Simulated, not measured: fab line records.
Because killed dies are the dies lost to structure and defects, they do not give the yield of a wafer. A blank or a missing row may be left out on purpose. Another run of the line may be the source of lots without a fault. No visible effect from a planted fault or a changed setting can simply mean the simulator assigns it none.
fab line records | flow berkeleyCmos170
[record] lots = 14 | wafers = 42 | lastDay = 12
route steps=331 shown NWELL@26 PWELL@44 PFIELD@87 SDANNEAL@205
lots with no fault: from the same line, run without faults
startH: start of the lot's first displayed wafer, in hours after the record's first day | waitH: hours since the lot's step before | " identical to the entry in the row above | L1.1+2: one row covering several wafers at once | - either no value or no given start | * or withheld: withheld | < > ~ a bound
route shown NAME@n: a module of which the file shows steps, and the number in the route of the first | usual: mean and standard deviation over wafers with no fault | same: alike in all rows | chamber/n: place in a boat | sites: readings site by site | _std_site: how widely they spread, as a standard deviation | _edge_site: the outer-site mean with the inner-site mean subtracted | radiusMm: for every site, how far away it sits from the centre of the wafer | mask NAME#n: copy n | behind: the tool/chamber that last shaped the wafer | hold: the reason the lot was held/the length of the hold in hours/how it ended | device: transistor that didn't switch, given as n, p or np | end of line: tests run on the same wafers once the route is complete | a step with no rows: only its recipe | killed: dies that structure and defects cost at the first sort, which is not the same as the wafer's yield | map: dies across one wafer; x = killed, . = not, _ = none there
set.NAME: the setting the step ran with; set.NAME@STEP: the setting that earlier step ran with | model.NAME: the simulator's own value behind a step, which no gauge read
steps of the route over a sample of lots; a table a step, a row a wafer
services: the hour from which a tool's chamber was out of use, counted from the record's first day as startH (under 0 if before that day), plus the number of hours and why
[[steps]]
[step UCB170_NWELL_OVL_MEAS_12]
[usual] NWELL_OVL = 6/4.9
lot.wafer | tool       | chamber | startH | waitH | NWELL_OVL[nm]
L733.1    | overlay-02 | -       | 38.14  | -     | 4
L733.2    | "          | -       | "      | "     | 12
L733.3    | "          | -       | "      | "     | 8
L734.1    | overlay-01 | -       | 38.44  | -     | 5
L734.2    | "          | -       | "      | "     | 4
L734.3    | "          | -       | "      | "     | 9
L735.2    | overlay-01 | -       | 48.93  | -     | 0
L735.3    | "          | -       | "      | "     | 5
L735.5    | "          | -       | "      | "     | 3
L737.3    | overlay-02 | -       | 59.98  | -     | 8
L737.5    | "          | -       | "      | "     | 7
L737.6    | "          | -       | "      | "     | 9
L739.1    | overlay-01 | -       | 65.92  | -     | 3
L739.4    | "          | -       | "      | "     | 6
L739.6    | "          | -       | "      | "     | -2
L742.1    | overlay-02 | -       | 70.93  | -     | 6
L742.2    | "          | -       | "      | "     | 1
L742.5    | "          | -       | "      | "     | 14
L740.1    | overlay-01 | -       | 71.00  | -     | 1
L740.3    | "          | -       | "      | "     | 1
L740.5    | "          | -       | "      | "     | 7
L747.2    | overlay-01 | -       | 107.85 | -     | 16
L747.4    | "          | -       | "      | "     | 5
L747.5    | "          | -       | "      | "     | 5
L750.2    | overlay-01 | -       | 110.46 | -     | 1
L750.4    | "          | -       | "      | "     | 4
L750.5    | "          | -       | "      | "     | 8
L748.1    | overlay-01 | -       | 110.81 | -     | 0
L748.2    | "          | -       | "      | "     | 2
L748.3    | "          | -       | "      | "     | 9
L753.1    | overlay-01 | -       | 133.09 | -     | 3
L753.4    | "          | -       | "      | "     | 4
L753.6    | "          | -       | "      | "     | 5
L754.1    | overlay-02 | -       | 141.24 | -     | 6
L754.4    | "          | -       | "      | "     | 5
L754.5    | "          | -       | "      | "     | 9
L755.1    | overlay-02 | -       | 146.43 | -     | 11
L755.4    | "          | -       | "      | "     | 3
L755.5    | "          | -       | "      | "     | 6
L756.4    | overlay-02 | -       | 147.18 | -     | 9
L756.5    | "          | -       | "      | "     | 13
L756.6    | "          | -       | "      | "     | 11
[step UCB170_PWELL_EXPOSE_10]
[recipe] maskId = PWELL | targetCdNm = 3000 | na = 0.5 | sigmaOuter = 0.6 | sourceShape = conventional | doseMj = 19
[usual] exposureDoseMJCm2 = 18.996/0.017 | focusOffsetNm = 0.0/0.51 | na = 0.5/0 | sigmaOuter = 0.6/0
lot.wafer | tool          | chamber | startH | waitH | mask    | exposureDoseMJCm2 | focusOffsetNm | na  | sigmaOuter
L733.1    | krfScanner-01 | 0       | 55.96  | 0.1   | PWELL#0 | 18.974            | 0.7           | 0.5 | 0.6
L733.2    | "             | 0       | "      | "     | PWELL#0 | 18.989            | 0.1           | 0.5 | 0.6
L733.3    | "             | 0       | "      | "     | PWELL#0 | 18.994            | 0.6           | 0.5 | 0.6
L734.1    | krfScanner-01 | 0       | 56.08  | 0.1   | PWELL#0 | 18.975            | -1.4          | 0.5 | 0.6
L734.2    | "             | 0       | "      | "     | PWELL#0 | 18.989            | -0.6          | 0.5 | 0.6
L734.3    | "             | 0       | "      | "     | PWELL#0 | 18.979            | -0.9          | 0.5 | 0.6
L735.2    | krfScanner-02 | 0       | 67.96  | 0.5   | PWELL#0 | 18.996            | -0.4          | 0.5 | 0.6
L735.3    | "             | 0       | "      | "     | PWELL#0 | 19.015            | -0.2          | 0.5 | 0.6
L735.5    | "             | 0       | "      | "     | PWELL#0 | 18.988            | 0.0           | 0.5 | 0.6
L737.3    | krfScanner-01 | 0       | 77.13  | 0.4   | PWELL#0 | 18.983            | -0.1          | 0.5 | 0.6
L737.5    | "             | 0       | "      | "     | PWELL#0 | 18.996            | -0.4          | 0.5 | 0.6
L737.6    | "             | 0       | "      | "     | PWELL#0 | 18.986            | 0.8           | 0.5 | 0.6
L739.1    | krfScanner-01 | 0       | 84.10  | 0.1   | PWELL#0 | 18.997            | -0.3          | 0.5 | 0.6
L739.4    | "             | 0       | "      | "     | PWELL#0 | 18.990            | -0.7          | 0.5 | 0.6
L739.6    | "             | 0       | "      | "     | PWELL#0 | 18.983            | 0.2           | 0.5 | 0.6
L742.1    | krfScanner-01 | 0       | 97.30  | 0.3   | PWELL#0 | 18.974            | 0.7           | 0.5 | 0.6
L742.2    | "             | 0       | "      | "     | PWELL#0 | 19.008            | 0.7           | 0.5 | 0.6
L742.5    | "             | 0       | "      | "     | PWELL#0 | 18.991            | 0.5           | 0.5 | 0.6
L740.1    | krfScanner-02 | 0       | 97.54  | 0.4   | PWELL#0 | 19.008            | -0.4          | 0.5 | 0.6
L740.3    | "             | 0       | "      | "     | PWELL#0 | 19.017            | -0.6          | 0.5 | 0.6
L740.5    | "             | 0       | "      | "     | PWELL#0 | 18.979            | -0.2          | 0.5 | 0.6
L747.2    | krfScanner-01 | 0       | 123.77 | 0.2   | PWELL#0 | 18.981            | -0.3          | 0.5 | 0.6
L747.4    | "             | 0       | "      | "     | PWELL#0 | 18.999            | -0.2          | 0.5 | 0.6
L747.5    | "             | 0       | "      | "     | PWELL#0 | 19.016            | 0.1           | 0.5 | 0.6
L750.2    | krfScanner-02 | -       | 130.01 | 0.1   | PWELL#0 | -                 | -             | -   | -
L750.4    | "             | -       | "      | "     | PWELL#0 | -                 | -             | -   | -
L750.5    | "             | -       | "      | "     | PWELL#0 | -                 | -             | -   | -
L748.1    | krfScanner-01 | -       | 130.37 | 0.2   | PWELL#0 | -                 | -             | -   | -
L748.2    | "             | -       | "      | "     | PWELL#0 | -                 | -             | -   | -
L748.3    | "             | -       | "      | "     | PWELL#0 | -                 | -             | -   | -
L753.1    | krfScanner-02 | 0       | 151.27 | 0.3   | PWELL#0 | 18.992            | 0.3           | 0.5 | 0.6
L753.4    | "             | 0       | "      | "     | PWELL#0 | 18.994            | -0.9          | 0.5 | 0.6
L753.6    | "             | 0       | "      | "     | PWELL#0 | 19.002            | -0.1          | 0.5 | 0.6
L754.1    | krfScanner-02 | 0       | 160.28 | 0.1   | PWELL#0 | 19.010            | -0.3          | 0.5 | 0.6
L754.4    | "             | 0       | "      | "     | PWELL#0 | 19.024            | 0.2           | 0.5 | 0.6
L754.5    | "             | 0       | "      | "     | PWELL#0 | 19.001            | 0.3           | 0.5 | 0.6
L756.4    | krfScanner-02 | 0       | 165.35 | 0.1   | PWELL#0 | 19.007            | 0.3           | 0.5 | 0.6
L756.5    | "             | 0       | "      | "     | PWELL#0 | 18.958            | -0.2          | 0.5 | 0.6
L756.6    | "             | 0       | "      | "     | PWELL#0 | 18.971            | 0.8           | 0.5 | 0.6
L755.1    | krfScanner-01 | 0       | 165.53 | 0.3   | PWELL#0 | 18.963            | -0.1          | 0.5 | 0.6
L755.4    | "             | 0       | "      | "     | PWELL#0 | 19.001            | -0.7          | 0.5 | 0.6
L755.5    | "             | 0       | "      | "     | PWELL#0 | 18.994            | -0.8          | 0.5 | 0.6
[step UCB170_PFIELD_STRIP_08]
[recipe] chemistry = O2 | powerW = 400 | pressureMtorr = 3500 | platenTempC = withheld | o2FlowSccm = 400 | overashFraction = 0.5
[usual] drypumpMotorCurrentA = 5.7/0.6 | oesProductAu = 0.735/0.0046 | stripTimeToEndpointS = 21.64/0.059
[same] overashFraction = 0.5
lot.wafer | tool           | chamber | startH | waitH | drypumpMotorCurrentA | oesProductAu | rfHoursCounterH | stripTimeToEndpointS
L733.1    | plasmaAsher-03 | 0       | 87.57  | 0.1   | 4.9                  | 0.736        | 37              | 21.59
L733.2    | "              | 1       | "      | "     | 6.0                  | 0.732        | 37              | 21.66
L733.3    | "              | 1       | "      | "     | 6.1                  | 0.736        | -               | 21.60
L734.1    | plasmaAsher-01 | 0       | 87.83  | 0.1   | 6.4                  | 0.732        | 39              | 21.56
L734.2    | "              | 1       | "      | "     | 5.1                  | 0.733        | 39              | 21.59
L734.3    | "              | 0       | "      | "     | 6.4                  | 0.734        | -               | 21.50
L735.2    | plasmaAsher-02 | 1       | 107.36 | 0.1   | 5.9                  | 0.721        | 31              | 21.63
L735.3    | "              | 0       | "      | "     | 6.2                  | 0.731        | -               | 21.68
L735.5    | "              | 0       | "      | "     | 6.2                  | 0.727        | -               | 21.63
L737.3    | plasmaAsher-03 | 1       | 112.90 | 0.1   | 6.0                  | 0.731        | -               | 21.72
L737.5    | "              | 0       | "      | "     | 4.9                  | 0.745        | -               | 21.73
L737.6    | "              | 1       | "      | "     | 6.0                  | 0.732        | -               | 21.66
L740.1    | plasmaAsher-01 | 1       | 130.81 | 0.1   | 5.1                  | 0.735        | 1               | 21.55
L740.3    | "              | 0       | "      | "     | 6.5                  | 0.740        | -               | 21.58
L740.5    | "              | 0       | "      | "     | 6.4                  | 0.732        | -               | 21.62
L739.1    | plasmaAsher-01 | 0       | 131.18 | 0.1   | 6.4                  | 0.732        | 1               | 21.66
L739.4    | "              | 1       | "      | "     | 5.1                  | 0.730        | -               | 21.66
L739.6    | "              | 1       | "      | "     | 5.1                  | 0.736        | -               | 21.67
L742.1    | plasmaAsher-01 | 0       | 131.54 | 0.1   | 6.4                  | 0.733        | 1               | 21.59
L742.2    | "              | 1       | "      | "     | 5.1                  | 0.733        | 1               | 21.66
L742.5    | "              | 0       | "      | "     | 6.4                  | 0.743        | -               | 21.60
L747.2    | plasmaAsher-03 | 1       | 159.06 | 0.1   | 6.0                  | 0.736        | 46              | 21.62
L747.4    | "              | 0       | "      | "     | 4.9                  | 0.733        | -               | 21.62
L747.5    | "              | 0       | "      | "     | 4.9                  | 0.732        | -               | 21.71
L753.1    | plasmaAsher-02 | 1       | 190.03 | 0.1   | 5.9                  | 0.730        | 41              | 21.52
L753.4    | "              | 0       | "      | "     | 6.2                  | 0.738        | -               | 21.57
L753.6    | "              | 0       | "      | "     | 6.2                  | 0.733        | -               | 21.60
L754.1    | plasmaAsher-03 | 0       | 197.47 | 0.1   | 4.9                  | 0.736        | 49              | 21.60
L754.4    | "              | 0       | "      | "     | 4.9                  | 0.738        | -               | 21.56
L754.5    | "              | 0       | "      | "     | 4.9                  | 0.735        | -               | 21.66
L755.1    | plasmaAsher-01 | 0       | 197.86 | 0.1   | 6.5                  | 0.733        | 9               | 21.64
L755.4    | "              | 1       | "      | "     | 5.1                  | 0.735        | -               | 21.65
L755.5    | "              | 1       | "      | "     | 5.1                  | 0.728        | -               | 21.65
L756.4    | plasmaAsher-03 | 0       | 198.23 | 0.1   | 4.9                  | 0.740        | -               | 21.64
L756.5    | "              | 1       | "      | "     | 6.1                  | 0.732        | -               | 21.63
L756.6    | "              | 0       | "      | "     | 4.9                  | 0.737        | -               | 21.70
[step UCB170_SDANNEAL_RTA_01]
[recipe] tempC = 1050 | timeS = 5.165 | ambient = N2
[usual] lampPowerPct = 39.5/2.2 | wafer_temp_C_max = 1054.9/0.97
lot.wafer | tool         | chamber | startH | waitH | lampPowerPct | wafer_temp_C_max
L733.1    | rtpAnneal-01 | 0       | 151.06 | 0.1   | 37.7         | 1054.9
L733.2    | "            | 0       | "      | "     | 37.7         | 1056.1
L733.3    | "            | 0       | "      | "     | 37.7         | 1055.5
L734.1    | rtpAnneal-02 | 0       | 151.31 | 0.1   | 42.0         | 1054.6
L734.2    | "            | 0       | "      | "     | 42.0         | 1054.6
L734.3    | "            | 0       | "      | "     | 42.0         | 1055.0
L735.2    | rtpAnneal-02 | 0       | 173.96 | 0.1   | 42.1         | 1055.8
L735.3    | "            | 0       | "      | "     | 42.1         | 1054.5
L735.5    | "            | 0       | "      | "     | 42.1         | 1054.8
L737.3    | rtpAnneal-01 | 0       | 179.50 | 0.1   | 37.7         | 1054.7
L737.5    | "            | 0       | "      | "     | 37.7         | 1055.2
L737.6    | "            | 0       | "      | "     | 37.6         | 1054.0
L740.1    | rtpAnneal-01 | 0       | 200.28 | 0.1   | 37.7         | 1054.7
L740.3    | "            | 0       | "      | "     | 37.7         | 1055.4
L740.5    | "            | 0       | "      | "     | 37.7         | 1054.3
L742.1    | rtpAnneal-01 | 0       | 200.50 | 0.1   | 37.7         | 1054.5
L742.2    | "            | 0       | "      | "     | 37.6         | 1055.1
L742.5    | "            | 0       | "      | "     | 37.6         | 1054.1
L739.1    | rtpAnneal-02 | 0       | 200.77 | 0.1   | 42.1         | 1054.5
L739.4    | "            | 0       | "      | "     | 42.1         | 1054.4
L739.6    | "            | 0       | "      | "     | 42.0         | 1055.1
L747.2    | rtpAnneal-01 | 0       | 232.11 | 0.1   | 37.6         | 1055.5
L747.4    | "            | 0       | "      | "     | 37.6         | 1053.8
L747.5    | "            | 0       | "      | "     | 37.7         | 1056.4
L753.1    | rtpAnneal-01 | 0       | 257.34 | 0.1   | 37.7         | 1054.6
L753.4    | "            | 0       | "      | "     | 37.6         | 1053.6
L753.6    | "            | 0       | "      | "     | 37.6         | 1055.0
L755.1    | rtpAnneal-01 | 0       | 264.96 | 0.1   | 37.6         | 1056.1
L755.4    | "            | 0       | "      | "     | 37.6         | 1054.0
L755.5    | "            | 0       | "      | "     | 37.6         | 1055.0
L754.1    | rtpAnneal-02 | 0       | 265.22 | 0.1   | 42.1         | 1054.3
L754.4    | "            | 0       | "      | "     | 42.0         | 1054.6
L754.5    | "            | 0       | "      | "     | 42.1         | 1054.1
L756.4    | rtpAnneal-01 | 0       | 265.54 | 0.1   | 37.6         | 1054.8
L756.5    | "            | 0       | "      | "     | 37.7         | 1055.0
L756.6    | "            | 0       | "      | "     | 37.7         | 1053.8
[[services]]
tool           | chamber | startH | hours | kind
krfScanner-02  | -       | 34.94  | 0.8   | pm
krfScanner-02  | -       | 40.83  | 2.4   | repair
krfScanner-02  | -       | 53.60  | 4.8   | repair
krfScanner-02  | -       | 59.83  | 2.3   | repair
plasmaAsher-01 | -       | 99.59  | 0.6   | repair
krfScanner-01  | -       | 104.63 | 1.4   | repair
plasmaAsher-01 | -       | 108.75 | 9.0   | pm
plasmaAsher-01 | 0       | 108.75 | 9.0   | ventCycle
plasmaAsher-01 | 1       | 108.75 | 9.0   | ventCycle
krfScanner-01  | -       | 112.65 | 1.0   | pm
krfScanner-02  | -       | 115.36 | -     | calibration
krfScanner-02  | -       | 121.47 | 1.3   | pm
plasmaAsher-03 | -       | 123.03 | 1.1   | repair
krfScanner-01  | 0       | 124.61 | -     | calibration
krfScanner-01  | -       | 132.57 | 0.8   | pm
rtpAnneal-01   | -       | 145.52 | 4.2   | pm
krfScanner-01  | -       | 149.13 | 1.3   | pm
krfScanner-02  | -       | 154.60 | 1.0   | pm
krfScanner-02  | 0       | 160.73 | -     | calibration
krfScanner-02  | -       | 203.74 | 0.8   | pm
rtpAnneal-01   | -       | 206.38 | 0.3   | repair
plasmaAsher-01 | -       | 219.53 | 4.8   | repair
plasmaAsher-02 | -       | 223.58 | 2.8   | repair
krfScanner-02  | -       | 264.36 | 4.4   | pm
[[key]]
[firstSign] step = UCB170_PWELL_EXPOSE_10 | reading = toolRecord | direction = missing
effect none on later readings
metAt UCB170_PWELL_EXPOSE_10
struckLots L748,L750
rowsEnd L748.1,L748.2,L748.3,L750.2,L750.4,L750.5
notActingAt UCB170_NWELL_OVL_MEAS_12,UCB170_PFIELD_STRIP_08,UCB170_SDANNEAL_RTA_01
onsetBetween 123.77 130.01
[fault] kind = skippedStepWhole | tool = krfScanner-01,krfScanner-02 | chamber = - | onsetH = 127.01 | steps = UCB170_PWELL_EXPOSE_10 | scope = struckLotsOnly
// rowsEnd: these wafers met a further fault down the route, and their rows from its step on are left out
